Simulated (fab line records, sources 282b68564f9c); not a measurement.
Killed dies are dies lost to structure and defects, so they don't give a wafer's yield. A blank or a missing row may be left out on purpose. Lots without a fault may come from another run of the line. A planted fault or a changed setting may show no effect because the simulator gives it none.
Split-lot experiment | flow rit_cmos | 5 lots, 23 wafers read, on a route of 202 steps

THE SPLIT
At RIT_PSD_IMPLANT_08, the setting energy_kev was moved away from the recipe's 27 on 5 of the 23 wafers read, by +3.1% to +5.3%. The other wafers ran this setting at the recipe's value.

FROM THE SPLIT TO THE READING: what the file shows between them, 3 steps
- RIT_PSD_STRIP_09: strips in O2, time 180 s
- RIT_SDANNEAL_CLEAN_02: cleans in SC2, time 600 s
- RIT_SDANNEAL_RTA_03: time 5 s

THE READING
PSD_RS, in ohm/sq, at RIT_SDANNEAL_RS_MEAS_04 (measures by four-point-probe). Fault-free wafers of this fab line usually give 115.60 ohm/sq, standard deviation 0.26 ohm/sq.

wafer  | tool, chamber at the split | energy_kev as run | against the recipe | PSD_RS, ohm/sq | against lot-mates on the recipe
L074.3 | implanter-03, 0            | 27                | recipe             | 115.64         | -
L074.5 | implanter-03, 0            | 27                | recipe             | 115.67         | -
L074.6 | implanter-03, 0            | 27                | recipe             | 115.94         | -
L076.1 | implanter-01, 0            | 27.85             | +3.1%              | 113.82         | -1.90
L076.3 | implanter-01, 0            | 27                | recipe             | 115.66         | -
L076.4 | implanter-01, 0            | 27.85             | +3.1%              | 113.66         | -2.06
L076.5 | implanter-01, 0            | 27                | recipe             | 115.78         | -
L076.6 | implanter-01, 0            | 27.85             | +3.1%              | 114.01         | -1.71
L077.1 | implanter-03, 0            | 27                | recipe             | 115.98         | -
L077.2 | implanter-03, 0            | 27                | recipe             | 115.65         | -
L077.4 | implanter-03, 0            | 27                | recipe             | 115.74         | -
L077.5 | implanter-03, 0            | 27                | recipe             | 115.61         | -
L077.6 | implanter-03, 0            | 27                | recipe             | 115.75         | -
L080.1 | implanter-01, 0            | 28.43             | +5.3%              | 112.27         | -3.07
L080.2 | implanter-01, 0            | 27                | recipe             | 115.26         | -
L080.3 | implanter-01, 0            | 28.43             | +5.3%              | 111.86         | -3.48
L080.4 | implanter-01, 0            | 27                | recipe             | 115.49         | -
L080.5 | implanter-01, 0            | 27                | recipe             | 115.27         | -
L083.1 | implanter-01, 0            | 27                | recipe             | 115.56         | -
L083.2 | implanter-01, 0            | 27                | recipe             | 115.64         | -
L083.3 | implanter-01, 0            | 27                | recipe             | 115.76         | -
L083.5 | implanter-01, 0            | 27                | recipe             | 115.13         | -
L083.6 | implanter-01, 0            | 27                | recipe             | 115.62         | -

THE FIT
A straight line over all 23 wafers: PSD_RS changes by -0.639 ohm/sq for each +1% of energy_kev; r = -0.98; the points scatter about the line by 0.24 ohm/sq.
The same after taking each lot's own level away (the mean of its wafers on the recipe; 23 wafers): -0.613 ohm/sq for each +1%; r = -0.99; scatter 0.16 ohm/sq.
On that fit, the largest move of energy_kev shifts the reading by 3.2 ohm/sq.
The lots' own levels span 115.340 to 115.750 ohm/sq, that is 1.6 times the standard deviation above.
So the lot-to-lot level changes the slope little: the two slopes agree.
Check: with one of the wafers moved furthest among these (+5.3%) left out of the fit, the line predicts -3.33 ohm/sq for it against its lot-mates. It came out at -3.07 ohm/sq against them.

THE WHOLE CHAIN: every reading that the file lists as answering this split, in the file's order
step                    | what it does                 | reading                                                         | change (the file's fit)                | r (the file's)
RIT_PSD_IMPLANT_08      |                              | implant.rp_nm (the simulator's own value, which no gauge read)  | +0.181 nm for each +1% of the setting  | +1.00
RIT_PSD_IMPLANT_08      |                              | implant.drp_nm (the simulator's own value, which no gauge read) | +0.0842 nm for each +1% of the setting | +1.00
RIT_SDANNEAL_RS_MEAS_04 | measures by four-point-probe | PSD_RS                                                          | -0.614 for each +1% of the setting     | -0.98

THE FILE'S OWN FIT
PSD_RS changes by -0.614 ohm/sq for each +1% of energy_kev, r = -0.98.
